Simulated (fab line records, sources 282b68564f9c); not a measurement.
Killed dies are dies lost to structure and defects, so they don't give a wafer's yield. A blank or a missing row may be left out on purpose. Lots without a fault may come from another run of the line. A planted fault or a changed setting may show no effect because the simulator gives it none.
fab line records | flow rit_cmos
record lots=15 wafers=45 last_day=7
route steps=202 shown GATE@83 SPACER@128 PSD@148 M1@202
lots that met no fault: from a run of the same line without faults
start_h: hours from the record's first day to the start of the lot's first wafer shown | wait_h: hours since the lot's step before | " the same as in the row above | L1.1+2: a row that stands for several wafers | - no value, or no start given | * or withheld: withheld | < > ~ a bound
route shown NAME@n: a module of which the file shows steps, and the number in the route of the first | usual: mean/standard deviation of fault-free wafers | same: alike in all rows | chamber/n: place in a boat | sites: the reading at each site | _std_site: their standard deviation | _edge_site: outer sites' mean less inner sites' | radius_mm: how far each site lies from the wafer's centre | mask NAME#n: copy n | behind: the tool/chamber that last shaped the wafer | hold: why the lot was held/for how many hours/how that ended | device: the transistor (n, p or np) that didn't switch | end of line: the same wafers' tests at the end of the route | a step without rows: its recipe alone | killed: dies lost to structure and defects at the first sort, not the wafer's yield | map: a wafer's dies, x killed, . not, _ none there
set.NAME: the setting as run; set.NAME@STEP: as run at that earlier step | model.NAME: the simulator's own value behind a step, which no gauge read
steps of the route over a sample of lots; a table a step, a row a wafer
services: from which hour (start_h, from the record's first day; less than 0 if before it) a tool's chamber was out of use, for how many hours, and why
## steps
# step RIT_GATE_THK_MEAS_07
# recipe reads=SiO2_of_GATE_OXIDATION_05
# usual GATE_OXIDE_THK=3.01/0.066
# columns lot.wafer tool chamber start_h wait_h GATE_OXIDE_THK[nm]
L119.2 film_metro-04 - 34.15 0.0 3.02
L119.3 " - " " 3.04
L119.5 " - " " 2.97
L120.3 film_metro-02 - 39.74 0.0 3.02
L120.5 " - " " 3.05
L120.6 " - " " 2.93
L121.2 film_metro-02 - 44.98 0.0 3.03
L121.5 " - " " 2.96
L121.6 " - " " 3.03
L122.1 film_metro-04 - 47.87 0.0 2.91
L122.4 " - " " 2.96
L122.6 " - " " 2.87
L123.1 film_metro-04 - 54.09 0.0 2.92
L123.4 " - " " 2.98
L123.6 " - " " 3.00
L124.2 film_metro-04 - 58.39 0.0 3.00
L124.4 " - " " 2.90
L124.6 " - " " 3.01
L125.3 film_metro-04 - 63.64 0.0 3.05
L125.4 " - " " 3.03
L125.6 " - " " 3.01
L126.2 film_metro-04 - 68.63 0.0 2.99
L126.5 " - " " 3.01
L126.6 " - " " 2.98
L130.2 film_metro-01 - 88.54 0.0 3.04
L130.3 " - " " 3.05
L130.5 " - " " 3.05
L134.1 film_metro-02 - 108.38 0.0 3.08
L134.2 " - " " 3.07
L134.3 " - " " 3.07
L137.3 film_metro-02 - 125.51 0.0 2.97
L137.4 " - " " 2.96
L137.5 " - " " 3.09
L138.3 film_metro-04 - 128.65 0.0 2.95
L138.5 " - " " 2.94
L138.6 " - " " 2.91
L140.1 film_metro-04 - 138.21 0.0 2.97
L140.3 " - " " 2.98
L140.6 " - " " 2.99
L141.1 film_metro-02 - 144.22 0.0 3.02
L141.2 " - " " 3.02
L141.4 " - " " 3.08
L142.1 film_metro-04 - 149.58 0.0 2.96
L142.2 " - " " 2.92
L142.4 " - " " 2.97
# step RIT_SPACER_CVD_03
# recipe material=Si3N4 target_thk_nm=250 temp_c=810 precursor=SiH2Cl2/NH3 time_s=3300 pressure_mtorr=300 sih2cl2_flow_sccm=60 nh3_flow_sccm=150
# usual pressure_mtorr=300.0/0.61
# columns lot.wafer tool chamber start_h wait_h pressure_mtorr
L119.2 lpcvd-01 0 44.67 0.0 299.3
L119.3 " 0 " " 300.4
L119.5 " 0 " " 299.4
L120.3 lpcvd-01 1 49.49 0.0 299.2
L120.5 " 1 " " 299.0
L120.6 " 1 " " 299.5
L121.2 lpcvd-02 0 54.47 0.0 299.1
L121.5 " 0 " " 299.8
L121.6 " 0 " " 299.9
L122.1 lpcvd-02 0 57.78 0.0 300.5
L122.4 " 0 " " 300.2
L122.6 " 0 " " 299.5
L123.1 lpcvd-02 0 64.04 0.0 299.4
L123.4 " 0 " " 300.2
L123.6 " 0 " " 300.0
L124.2 lpcvd-01 1 69.20 0.0 299.5
L124.4 " 1 " " 299.1
L124.6 " 1 " " 298.6
L125.3 lpcvd-02 0 74.04 0.0 300.0
L125.4 " 0 " " 300.1
L125.6 " 0 " " 300.1
L125.3 lpcvd-02 0 76.13 0.2 299.7
L125.4 " 0 " " 299.9
L125.6 " 0 " " 299.2
L126.2 lpcvd-02 1 78.32 0.0 300.3
L126.5 " 1 " " 300.6
L126.6 " 1 " " 300.2
L126.2 lpcvd-02 1 80.41 0.2 299.5
L126.5 " 1 " " 300.8
L126.6 " 1 " " 300.2
L130.2 lpcvd-02 1 98.46 0.0 300.8
L130.3 " 1 " " 300.2
L130.5 " 1 " " 300.1
L130.2 lpcvd-02 1 101.50 0.2 300.2
L130.3 " 1 " " 299.8
L130.5 " 1 " " 300.5
L134.1 lpcvd-02 1 117.95 0.0 300.6
L134.2 " 1 " " 301.1
L134.3 " 1 " " 300.9
L137.3 lpcvd-02 0 135.28 0.0 300.8
L137.4 " 0 " " 300.2
L137.5 " 0 " " 299.8
L138.3 lpcvd-01 1 138.53 0.1 300.6
L138.5 " 1 " " 300.7
L138.6 " 1 " " 300.7
L140.1 lpcvd-02 1 148.20 0.0 299.5
L140.3 " 1 " " 299.8
L140.6 " 1 " " 299.2
L141.1 lpcvd-01 1 154.16 0.0 299.9
L141.2 " 1 " " 300.1
L141.4 " 1 " " 299.4
L142.1 lpcvd-01 0 160.33 0.0 299.5
L142.2 " 0 " " 300.8
L142.4 " 0 " " 300.9
# step RIT_SPACER_THK_MEAS_04
# recipe reads=Si3N4_of_SPACER_CVD_03
# usual SPACER_NITRIDE_THK=249.5/2.4
# columns lot.wafer tool chamber start_h wait_h SPACER_NITRIDE_THK[nm]
L119.2 film_metro-03 - 46.60 0.0 250.6
L119.3 " - " " 250.2
L119.5 " - " " 249.9
L120.3 film_metro-04 - 51.43 0.0 250.4
L120.5 " - " " 249.0
L120.6 " - " " 251.5
L121.2 film_metro-03 - 56.40 0.0 248.1
L121.5 " - " " 249.3
L121.6 " - " " 247.3
L122.1 film_metro-03 - 59.70 0.0 251.1
L122.4 " - " " 252.2
L122.6 " - " " 251.5
L123.1 film_metro-02 - 65.96 0.0 251.4
L123.4 " - " " 252.6
L123.6 " - " " 250.6
L124.2 film_metro-03 - 71.13 0.0 248.1
L124.4 " - " " 248.3
L124.6 " - " " 247.9
L125.3 film_metro-02 - 78.06 0.0 502.9
L125.4 " - " " 505.8
L125.6 " - " " 501.9
L125.3 film_metro-02 - 78.29 0.2 503.4
L125.4 " - " " 506.0
L125.6 " - " " 501.5
L126.2 film_metro-04 - 82.33 0.0 500.9
L126.5 " - " " 497.4
L126.6 " - " " 500.1
L126.2 film_metro-04 - 82.56 0.2 500.7
L126.5 " - " " 497.4
L126.6 " - " " 500.0
L130.2 film_metro-02 - 104.50 0.1 494.9
L130.3 " - " " 496.2
L130.5 " - " " 490.7
L130.2 film_metro-02 - 104.72 0.2 494.7
L130.3 " - " " 495.9
L130.5 " - " " 490.7
L134.1 film_metro-02 - 119.87 0.0 247.5
L134.2 " - " " 249.2
L134.3 " - " " 248.9
L137.3 film_metro-02 - 137.21 0.0 246.9
L137.4 " - " " 246.7
L137.5 " - " " 248.2
L138.3 film_metro-04 - 140.47 0.0 252.7
L138.5 " - " " 253.3
L138.6 " - " " 251.2
L140.1 film_metro-04 - 150.11 0.0 245.1
L140.3 " - " " 245.9
L140.6 " - " " 244.3
L141.1 film_metro-02 - 156.07 0.0 249.6
L141.2 " - " " 252.3
L141.4 " - " " 251.1
L142.1 film_metro-04 - 162.25 0.0 249.5
L142.2 " - " " 250.6
L142.4 " - " " 251.0
# step RIT_PSD_OVL_MEAS_06
# usual PSD_OVL=0.1/1.3
# columns lot.wafer tool chamber start_h wait_h PSD_OVL[nm]
L119.2 overlay-01 - 49.20 - 0.0
L119.3 " - " " -0.6
L119.5 " - " " -1.4
L120.3 overlay-02 - 53.98 - -1.3
L120.5 " - " " -0.4
L120.6 " - " " -2.3
L121.2 overlay-02 - 59.08 - 2.4
L121.5 " - " " -0.2
L121.6 " - " " 1.1
L122.1 overlay-02 - 62.43 - 1.4
L122.4 " - " " -0.9
L122.6 " - " " -0.1
L123.1 overlay-01 - 68.44 - -0.7
L123.4 " - " " -0.8
L123.6 " - " " 1.9
L124.2 overlay-01 - 73.73 - 0.4
L124.4 " - " " 1.4
L124.6 " - " " 0.8
L134.1 overlay-01 - 122.64 - 0.7
L134.2 " - " " -0.1
L134.3 " - " " 1.8
L137.3 overlay-01 - 139.94 - 1.0
L137.4 " - " " 2.0
L137.5 " - " " 1.8
L138.3 overlay-01 - 142.97 - 1.6
L138.5 " - " " 0.1
L138.6 " - " " 1.4
L140.1 overlay-02 - 152.84 - 1.9
L140.3 " - " " 2.9
L140.6 " - " " 1.9
L141.1 overlay-02 - 158.85 - -3.5
L141.2 " - " " -2.1
L141.4 " - " " -3.0
L142.1 overlay-01 - 165.15 - -0.2
L142.2 " - " " -1.8
L142.4 " - " " -2.0
# step RIT_PSD_STRIP_09
# recipe chemistry=O2 time_s=180 resist=NOVOLAK platen_temp_c=withheld power_w=500 pressure_mtorr=4000 o2_flow_sccm=4000
# usual drypump_motor_current_A=5.8/0.41 rf_refl_power_W=6.1/0.95
# columns lot.wafer tool chamber start_h wait_h drypump_motor_current_A rf_hours_counter_h rf_refl_power_W
L119.2 plasma_asher-01 1 49.53 0.1 5.2 37 6.2
L119.3 " 1 " " 5.2 - 6.0
L119.5 " 0 " " 6.2 - 7.1
L120.3 plasma_asher-01 1 54.36 0.1 5.2 - 6.0
L120.5 " 1 " " 5.2 - 6.0
L120.6 " 0 " " 6.2 - 7.2
L121.2 plasma_asher-04 1 59.41 0.1 5.3 41 4.2
L121.5 " 1 " " 5.3 - 4.2
L121.6 " 0 " " 6.2 - 4.9
L122.1 plasma_asher-03 1 62.77 0.1 5.7 30 6.7
L122.4 " 1 " " 5.8 - 7.0
L122.6 " 0 " " 6.1 - 5.8
L123.1 plasma_asher-03 1 68.77 0.1 5.7 30 6.7
L123.4 " 0 " " 6.1 - 5.8
L123.6 " 1 " " 5.7 - 7.1
L124.2 plasma_asher-04 1 74.06 0.1 5.3 43 4.3
L124.4 " 0 " " 6.3 - 5.2
L124.6 " 0 " " 6.3 - 4.8
L134.1 plasma_asher-03 0 122.98 0.1 6.1 36 5.9
L134.2 " 1 " " 5.8 36 6.5
L134.3 " 1 " " 5.8 - 6.9
L137.3 plasma_asher-03 0 140.32 0.1 6.1 - 6.0
L137.4 " 1 " " 5.7 - 7.0
L137.5 " 1 " " 5.7 - 6.7
L138.3 plasma_asher-03 1 143.36 0.1 5.8 - 6.6
L138.5 " 1 " " 5.8 - 6.5
L138.6 " 0 " " 6.1 - 5.9
L140.1 plasma_asher-03 1 153.18 0.1 5.8 40 6.9
L140.3 " 0 " " 6.1 - 6.0
L140.6 " 0 " " 6.1 - 5.6
L141.1 plasma_asher-01 0 159.19 0.1 6.2 5 7.2
L141.2 " 1 " " 5.3 5 6.0
L141.4 " 1 " " 5.2 - 5.9
L142.1 plasma_asher-04 0 165.48 0.1 6.3 53 5.0
L142.2 " 1 " " 5.3 53 4.4
L142.4 " 0 " " 6.3 - 5.1
# step RIT_M1_PROBE_99
# usual defect_limited_yield=97.6/1.1 killed_at_contacts=0.1/0.29 killed_at_front_end=6.3/2.8 killed_dies=6.4/2.8 killed_open=3.3/1.7 killed_short=3.1/1.9 sort_bin_3_pad_short=0.1/0.23 sort_bin_5_function=1.4/0.78 sort_bin_6_memory=0.9/0.63 sort_n_pass=257.6/2.8 sort_yield_pct=97.6/1.1
# same gross_dies=264 killed_at_M0_to_M3=0 killed_at_M4_up=0 killed_at_back_side=0 killed_at_other=0
# columns lot.wafer tool chamber start_h wait_h defect_limited_yield[%] killed_at_contacts killed_at_front_end killed_dies killed_open killed_short sort_bin_3_pad_short[%] sort_bin_5_function[%] sort_bin_6_memory[%] sort_n_pass sort_yield_pct[%]
L124.2 prober-02 - 83.71 0.1 97.3 0 7 7 5 2 0 1.9 0.8 257.0 97.3
L124.4 prober-02 - 83.81 0.2 97.7 0 6 6 3 3 0 1.1 1.1 258.0 97.7
L124.6 prober-02 - 83.91 0.2 97.0 0 8 8 4 4 0 2.7 0.4 256.0 97.0
L134.1 prober-02 - 131.16 0.1 95.5 0 12 12 6 6 0 1.9 2.7 252.0 95.5
L134.2 prober-02 - 131.21 0.1 95.5 0 12 12 7 5 0.4 3.0 1.1 252.0 95.5
L134.3 prober-02 - 131.26 0.2 95.1 0 13 13 6 7 0 4.2 0.8 251.0 95.1
L140.1 prober-02 - 161.38 0.1 97.0 0 8 8 5 3 0 1.9 1.1 256.0 97.0
L140.3 prober-02 - 161.48 0.2 97.3 0 7 7 2 5 0 0.8 1.9 257.0 97.3
L140.6 prober-02 - 161.63 0.2 99.2 0 2 2 1 1 0 0 0.8 262.0 99.2
# killed by level:class
L124.2 REOX:geometric_particle:open=2 FOX1:geometric_particle:short=1 FOX2:geometric_particle:open=1 GATE:geometric_particle:short=1 GATE:geometric_particle:open=1 SILICIDE:geometric_particle:open=1
L124.4 FOX2:geometric_particle:short=3 GATE:geometric_particle:open=2 FOX2:geometric_particle:open=1
L124.6 GATE:geometric_particle:short=2 SILICIDE:geometric_particle:open=2 FOX2:geometric_particle:short=1 FOX2:geometric_particle:open=1 GATE:geometric_particle:open=1 SILICIDE:geometric_particle:short=1
L134.1 GATE:geometric_particle:short=5 FOX2:geometric_particle:open=2 SILICIDE:geometric_particle:open=2 FOX1:geometric_particle:open=1 FOX2:geometric_particle:short=1 GATE:geometric_particle:open=1
L134.2 FOX1:geometric_particle:open=2 GATE:geometric_particle:short=2 REOX:geometric_particle:short=2 SPACER:geometric_particle:open=2 FOX1:geometric_particle:short=1 GATE:geometric_particle:open=1 REOX:geometric_particle:open=1 SILICIDE:geometric_particle:open=1
L134.3 GATE:geometric_particle:short=5 GATE:geometric_particle:open=4 FOX1:geometric_particle:short=1 FOX2:geometric_particle:short=1 FOX2:geometric_particle:open=1 SILICIDE:geometric_particle:open=1
L140.1 SILICIDE:geometric_particle:open=3 SPACER:geometric_particle:short=2 FOX1:geometric_particle:open=1 FOX2:geometric_particle:short=1 SPACER:geometric_particle:open=1
L140.3 FOX2:geometric_particle:short=2 FOX2:geometric_particle:open=1 GATE:geometric_particle:short=1 SPACER:geometric_particle:short=1 SPACER:geometric_particle:open=1 SILICIDE:geometric_particle:short=1
L140.6 FOX2:geometric_particle:open=1 GATE:geometric_particle:short=1
## services
# columns tool chamber start_h hours kind
plasma_asher-04 - 40.20 13.1 repair
plasma_asher-03 - 71.77 2.8 pm
plasma_asher-04 - 83.19 3.2 repair
plasma_asher-01 - 108.75 9.0 pm
plasma_asher-01 0 108.75 9.0 vent_cycle
plasma_asher-01 1 108.75 9.0 vent_cycle
plasma_asher-01 0 117.75 - clean
plasma_asher-01 1 117.75 - clean
plasma_asher-04 - 139.44 1.2 repair
## key
first_sign step=RIT_SPACER_CVD_03 reading=visit direction=added
effect step=RIT_SPACER_THK_MEAS_04 reading=visit direction=added
effect step=RIT_SPACER_THK_MEAS_04 reading=SPACER_NITRIDE_THK direction=up sigmas=99+ usual=249.5 struck=499.0
met_at RIT_SPACER_CVD_03
struck_lots L125,L126,L130
scrapped_behind RIT_SPACER_THK_MEAS_04 L125.3,L125.4,L125.6,L126.2,L126.5,L126.6,L130.2,L130.3,L130.5
not_acting_at RIT_GATE_THK_MEAS_07,RIT_PSD_OVL_MEAS_06,RIT_PSD_STRIP_09
fault kind=repeated_step_whole tool=lpcvd-01,lpcvd-02 chamber=- onset_h=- steps=RIT_SPACER_CVD_03 times=1 scope=struck_lots_only
